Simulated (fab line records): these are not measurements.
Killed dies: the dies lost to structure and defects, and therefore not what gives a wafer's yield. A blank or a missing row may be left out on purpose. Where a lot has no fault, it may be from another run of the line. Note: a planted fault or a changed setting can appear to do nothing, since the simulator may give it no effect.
What tool caused it?    flow rit-cmos    7 lots with 21 wafers sampled at 2 steps, on a route of 202 steps

## WHAT THE GAUGES SHOWED, per wafer
RIT_SDANNEAL_RS_MEAS_04: measures by four-point-probe.
lot   measured     on             PSD_RS (ohm/sq)
L253  day 3 12:26  film-metro-04  115.83 116.10 115.72
L255  day 3 22:19  film-metro-04  116.06 116.34 115.78
L258  day 4 12:13  film-metro-01  116.51 116.43 116.58
L260  day 5 00:34  film-metro-04  115.35 115.96 115.61
L264  day 5 18:56  film-metro-04  110.13 110.15 109.93
L268  day 6 16:50  film-metro-03  110.38 110.52 110.17
L272  day 7 09:55  film-metro-01  115.78 116.13 116.17

## TOOL THAT RAN EACH LOT (tool first, then ch and the chambers of the sampled wafers, then the start)
lot   RIT_PSD_IMPLANT_08
L253  implanter-04 ch 0, day 3 11:29
L255  implanter-04 ch 0, day 3 21:31
L258  implanter-04 ch 0, day 4 11:25
L260  implanter-01 ch 0, day 4 23:45
L264  implanter-02 ch 0, day 5 18:06
L268  implanter-02 ch 0, day 6 15:57
L272  implanter-01 ch 0, day 7 09:07
- RIT_PSD_IMPLANT_08

## THE ANSWER, worked out from the rows above alone
Rule: usual is defined by the lots themselves. Put in order of their means at a reading, lots are off if they are a third of the lots or fewer, leave a main group of 4 or more, and stand apart from it by a gap of 3 or more times the standard deviation of the main group's means; of several such gaps the widest counts. A main group is skipped when, at the precision printed for the reading in the tables above, its means are all equal. A lot without any number at a reading at which 4 lots or more have one is off too. Where the step has rows for the other lots, those lots are counted as sound.
Off: L264, L268, at RIT_SDANNEAL_RS_MEAS_04 (PSD_RS). The main group has a mean of 116.02 ohm/sq with a standard deviation of 0.28.
If a tool, at a process step before that reading, ran all the lots that are off and no sound lot after the first of them, it fits. Those tools and the gauges at RIT_SDANNEAL_RS_MEAS_04 are tried in the same way. One candidate fits, namely implanter-02 at RIT_PSD_IMPLANT_08. It ran no sound lot before its first lot that is off in this sample, so the start can't be narrowed down.

## WHAT THE SIMULATOR HAD PUT IN
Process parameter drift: implanter-02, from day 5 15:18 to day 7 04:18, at RIT_PSD_IMPLANT_08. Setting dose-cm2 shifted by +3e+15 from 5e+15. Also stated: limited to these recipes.
Shown lots that were struck: L264, L268. Same finding as the rule above.
